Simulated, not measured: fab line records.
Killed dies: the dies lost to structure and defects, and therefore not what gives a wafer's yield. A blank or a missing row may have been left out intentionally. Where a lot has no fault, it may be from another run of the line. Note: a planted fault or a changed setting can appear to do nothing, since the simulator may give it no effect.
Split-lot study / flow ritCmos / route with 202 steps; 5 lots, 23 wafers read

ABOUT THE SPLIT
At RIT_REOX_OXIDATION_03 (target thk 25.2 nm, ox time 5580 s), the setting tempC was moved away from the recipe's 900 C on 15 of the 23 wafers read, by -1.4% to +3.0%. The other wafers ran this setting at the recipe's value.

Between the split and the reading, the file records no step.

THE READING
REOX_OXIDE_THK, in nm, at RIT_REOX_THK_MEAS_04. On this fab line, fault-free wafers typically give 25.2 nm with a standard deviation of 0.39 nm.

wafer=L075.1; tool, chamber at the split=-, -; tempC as run, C=900; against the recipe=recipe; REOX_OXIDE_THK, nm=25.5; against lot-mates on the recipe=-
wafer=L075.2; tool, chamber at the split=-, -; tempC as run, C=900; against the recipe=recipe; REOX_OXIDE_THK, nm=25.4; against lot-mates on the recipe=-
wafer=L075.3; tool, chamber at the split=-, -; tempC as run, C=900; against the recipe=recipe; REOX_OXIDE_THK, nm=25.6; against lot-mates on the recipe=-
wafer=L075.4; tool, chamber at the split=-, -; tempC as run, C=900; against the recipe=recipe; REOX_OXIDE_THK, nm=25.4; against lot-mates on the recipe=-
wafer=L075.6; tool, chamber at the split=-, -; tempC as run, C=900; against the recipe=recipe; REOX_OXIDE_THK, nm=25.6; against lot-mates on the recipe=-
wafer=L074.2; tool, chamber at the split=-, -; tempC as run, C=921.3; against the recipe=+2.4%; REOX_OXIDE_THK, nm=30.6; against lot-mates on the recipe=no lot-mate on the recipe
wafer=L074.3; tool, chamber at the split=-, -; tempC as run, C=921.3; against the recipe=+2.4%; REOX_OXIDE_THK, nm=31.0; against lot-mates on the recipe=no lot-mate on the recipe
wafer=L074.4; tool, chamber at the split=-, -; tempC as run, C=921.3; against the recipe=+2.4%; REOX_OXIDE_THK, nm=31.2; against lot-mates on the recipe=no lot-mate on the recipe
wafer=L074.5; tool, chamber at the split=-, -; tempC as run, C=921.3; against the recipe=+2.4%; REOX_OXIDE_THK, nm=30.9; against lot-mates on the recipe=no lot-mate on the recipe
wafer=L074.6; tool, chamber at the split=-, -; tempC as run, C=921.3; against the recipe=+2.4%; REOX_OXIDE_THK, nm=31.2; against lot-mates on the recipe=no lot-mate on the recipe
wafer=L076.3; tool, chamber at the split=furnace-01, 0; tempC as run, C=900; against the recipe=recipe; REOX_OXIDE_THK, nm=25.9; against lot-mates on the recipe=-
wafer=L076.4; tool, chamber at the split=furnace-01, 0; tempC as run, C=900; against the recipe=recipe; REOX_OXIDE_THK, nm=25.4; against lot-mates on the recipe=-
wafer=L076.5; tool, chamber at the split=furnace-01, 0; tempC as run, C=900; against the recipe=recipe; REOX_OXIDE_THK, nm=25.6; against lot-mates on the recipe=-
wafer=L080.1; tool, chamber at the split=-, -; tempC as run, C=926.9; against the recipe=+3.0%; REOX_OXIDE_THK, nm=33.0; against lot-mates on the recipe=no lot-mate on the recipe
wafer=L080.2; tool, chamber at the split=-, -; tempC as run, C=926.9; against the recipe=+3.0%; REOX_OXIDE_THK, nm=33.1; against lot-mates on the recipe=no lot-mate on the recipe
wafer=L080.4; tool, chamber at the split=-, -; tempC as run, C=926.9; against the recipe=+3.0%; REOX_OXIDE_THK, nm=33.1; against lot-mates on the recipe=no lot-mate on the recipe
wafer=L080.5; tool, chamber at the split=-, -; tempC as run, C=926.9; against the recipe=+3.0%; REOX_OXIDE_THK, nm=32.6; against lot-mates on the recipe=no lot-mate on the recipe
wafer=L080.6; tool, chamber at the split=-, -; tempC as run, C=926.9; against the recipe=+3.0%; REOX_OXIDE_THK, nm=32.9; against lot-mates on the recipe=no lot-mate on the recipe
wafer=L084.2; tool, chamber at the split=-, -; tempC as run, C=887.6; against the recipe=-1.4%; REOX_OXIDE_THK, nm=22.6; against lot-mates on the recipe=no lot-mate on the recipe
wafer=L084.3; tool, chamber at the split=-, -; tempC as run, C=887.6; against the recipe=-1.4%; REOX_OXIDE_THK, nm=22.2; against lot-mates on the recipe=no lot-mate on the recipe
wafer=L084.4; tool, chamber at the split=-, -; tempC as run, C=887.6; against the recipe=-1.4%; REOX_OXIDE_THK, nm=22.9; against lot-mates on the recipe=no lot-mate on the recipe
wafer=L084.5; tool, chamber at the split=-, -; tempC as run, C=887.6; against the recipe=-1.4%; REOX_OXIDE_THK, nm=22.3; against lot-mates on the recipe=no lot-mate on the recipe
wafer=L084.6; tool, chamber at the split=-, -; tempC as run, C=887.6; against the recipe=-1.4%; REOX_OXIDE_THK, nm=22.2; against lot-mates on the recipe=no lot-mate on the recipe

FIT RESULTS
A straight line over all 23 wafers: REOX_OXIDE_THK changes by +2.37 nm for each +1% of tempC; r = +1.00; the points scatter about the line by 0.28 nm.
Too few moved wafers have a lot-mate on the recipe to fit a line with each lot's own level taken away.

THE WHOLE CHAIN: every reading that the file lists as answering this split, in the file's order
step=RIT_REOX_OXIDATION_03; what it does=target thk 25.2 nm, ox time 5580 s; reading=SiO2_of_REOX_OXIDATION_03.thkNm (the simulator's own value, which no gauge read); change (the file's fit)=+2.37 nm for each +1% of the setting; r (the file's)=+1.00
step=RIT_REOX_THK_MEAS_04; what it does=; reading=REOX_OXIDE_THK; change (the file's fit)=+2.37 for each +1% of the setting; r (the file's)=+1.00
step=RIT_M1_PROBE_99; what it does=; reading=etest.pldd.rsOhmSq (the simulator's own value, which no gauge read); change (the file's fit)=+197 for each +1% of the setting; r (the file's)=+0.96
step=RIT_M1_PROBE_99; what it does=; reading=etest.pldd.lineOhmUm (the simulator's own value, which no gauge read); change (the file's fit)=+61.7 for each +1% of the setting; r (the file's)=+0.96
step=RIT_M1_PROBE_99; what it does=; reading=etest.nldd.rsOhmSq (the simulator's own value, which no gauge read); change (the file's fit)=+56.4 for each +1% of the setting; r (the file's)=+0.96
step=RIT_M1_PROBE_99; what it does=; reading=etest.nmosTurned.driveUaUm (the simulator's own value, which no gauge read); change (the file's fit)=-49.1 for each +1% of the setting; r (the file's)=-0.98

FILE'S OWN FIT
REOX_OXIDE_THK changes by +2.37 nm for each +1% of tempC, r = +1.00.
